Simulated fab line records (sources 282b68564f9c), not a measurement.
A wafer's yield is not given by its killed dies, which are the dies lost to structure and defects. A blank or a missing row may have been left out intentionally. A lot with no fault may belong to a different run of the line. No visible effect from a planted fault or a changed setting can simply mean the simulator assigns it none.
Which tool is to blame?    flow rit_cmos    route of 202 steps, sampled at 1 step: 6 lots, 18 wafers

WHAT THE GAUGES READ, wafer by wafer
RIT_FOX2_THK_MEAS_90.
lot   measured     on             FIELD_OXIDE_LEFT_1_THK (nm)
L213  day 2 12:41  film_metro-03  322 319 321
L215  day 2 23:05  film_metro-01  333 323 332
L217  day 3 09:02  film_metro-03  333 324 324
L219  day 3 17:18  film_metro-03  320 328 324
L226  day 5 06:21  film_metro-01  318 324 316
L228  day 5 14:53  film_metro-01  319 331 325

EACH LOT AND THE TOOL THAT RAN IT (in order: tool; ch and the chambers of the sampled wafers; start)
There is no process step in the record ahead of these readings.

THE ANSWER, worked out from the rows above alone
Rule: usual is defined by the lots themselves. The widest of any qualifying gaps counts: lots, ordered by their means at a reading, are off when they make up no more than a third of the lots, leave a main group of 4 or more, and stand apart from it by 3 or more times the standard deviation of that group's means. Not used: any main group whose means are identical at the precision the tables above print for the reading. Also off: a lot with no number at a reading for which 4 or more lots have one. Where the step has rows for the other lots, those lots are counted as sound.
No lot is off at any reading shown: from this, nothing can be told.

WHAT HAD BEEN PUT IN BY THE SIMULATOR
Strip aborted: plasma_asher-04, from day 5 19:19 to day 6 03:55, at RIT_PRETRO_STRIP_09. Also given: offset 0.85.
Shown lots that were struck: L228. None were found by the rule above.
